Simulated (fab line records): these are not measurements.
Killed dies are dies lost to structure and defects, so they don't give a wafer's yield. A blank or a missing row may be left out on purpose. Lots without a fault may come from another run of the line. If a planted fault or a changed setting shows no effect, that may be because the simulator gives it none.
Which tool is to blame? | flow ritCmos | Sampling: 14 lots, 42 wafers, 2 of 202 route steps

WHAT THE GAUGES SHOWED, per wafer
The record holds no reading of a measuring or inspecting step that can be judged against a usual standard deviation.

WHICH TOOL RAN EACH LOT (tool, then ch and the chambers of the sampled wafers, then the start)
lot  | RIT_GATE_ETCH_19               | RIT_M1_PROBE_99
L836 | rieSi-02 ch 0,1, day 2 18:01   | -
L837 | rieSi-01 ch 0,1,2, day 2 22:08 | -
L838 | rieSi-02 ch 2,3, day 3 03:34   | -
L839 | rieSi-01 ch 0,1,3, day 3 08:32 | -
L840 | rieSi-02 ch 0,2,3, day 3 16:04 | -
L841 | rieSi-01 ch 0,3, day 3 19:05   | -
L842 | rieSi-02 ch 0,1,3, day 4 01:35 | -
L845 | rieSi-01 ch 0,1,3, day 4 15:33 | -
L846 | rieSi-02 ch 0,1, day 4 23:31   | -
L847 | rieSi-01 ch 0,1, day 5 03:59   | -
L849 | rieSi-01 ch 0,1,3, day 5 11:47 | prober-01, day 6 08:57
L853 | rieSi-01 ch 0,3, day 6 06:29   | -
L855 | rieSi-01 ch 0,1,2, day 6 16:06 | -
L858 | rieSi-02 ch 2,3, day 7 08:19   | -
- RIT_GATE_ETCH_19: etches poly-Si in SF6/CHF3/O2, stops on SiO2, time 165 s, target depth 312.5 nm.
- RIT_M1_PROBE_99

WHAT THE TOOLS THEMSELVES READ (means of the sampled wafers that have a number; where no wafer has one, the mark that the record gives instead)
RIT_GATE_ETCH_19. Usual: drypumpMotorCurrentA 5.7 A, standard deviation 0.67; oesProductAu 0.842 a.u., standard deviation 0.011; throttleValvePct 10.22 %, standard deviation 0.17.
lot  | tool     | drypumpMotorCurrentA (A) | oesProductAu (a.u.) | throttleValvePct (%) | flag
L836 | rieSi-02 | 5.7                      | 0.844               | 10.20                | 
L837 | rieSi-01 | 5.7                      | 0.823               | 10.23                | 
L838 | rieSi-02 | 6.1                      | 0.833               | 10.16                | 
L839 | rieSi-01 | 5.9                      | 0.837               | 10.28                | 
L840 | rieSi-02 | 5.8                      | 0.834               | 10.10                | 
L841 | rieSi-01 | 6.1                      | 0.854               | 10.30                | 
L842 | rieSi-02 | 5.9                      | 0.834               | 10.24                | 
L845 | rieSi-01 | 5.9                      | 0.853               | 10.28                | 
L846 | rieSi-02 | 5.2                      | 0.837               | 10.37                | 
L847 | rieSi-01 | 6.0                      | 0.852               | 10.35                | 
L849 | rieSi-01 | 5.9                      | 0.852               | 10.29                | 
L853 | rieSi-01 | 6.0                      | 0.822               | 10.28                | 
L855 | rieSi-01 | 5.7                      | 0.830               | 10.24                | 
L858 | rieSi-02 | 6.1                      | 0.841               | 10.16                | 

RIT_M1_PROBE_99. Usual: killed_at_M0_to_M3 0.0, standard deviation 0.083; killedAtContacts 0.1, standard deviation 0.36; killedAtFrontEnd 7.2, standard deviation 2.9; killedDies 7.4, standard deviation 2.9; killedOpen 3.8, standard deviation 2; killedShort 3.5, standard deviation 2.
lot  | tool      | killed_at_M0_to_M3 | killedAtContacts | killedAtFrontEnd | killedDies | killedOpen | killedShort | flag
L849 | prober-01 | 0.0                | 1.0              | 7.0              | 8.0        | 4.0        | 4.0         | 

THE ANSWER, worked out from the rows above alone
Rule: lot off if the mean of its wafers having a number is beyond 3 standard deviations from the usual mean. A lot without any number at a reading at which 4 lots or more have one is off too. All remaining lots with rows at the step are treated as sound. Order of review: gauges by route order, followed by the tools' own readings, for which a lot's mean as printed above is used. At the first step where some lot is off, the reading lying furthest off is the one used; lots without a number count as furthest.
No lot is off at any reading shown: from this, nothing can be told.

WHAT THE SIMULATOR HAD INSERTED
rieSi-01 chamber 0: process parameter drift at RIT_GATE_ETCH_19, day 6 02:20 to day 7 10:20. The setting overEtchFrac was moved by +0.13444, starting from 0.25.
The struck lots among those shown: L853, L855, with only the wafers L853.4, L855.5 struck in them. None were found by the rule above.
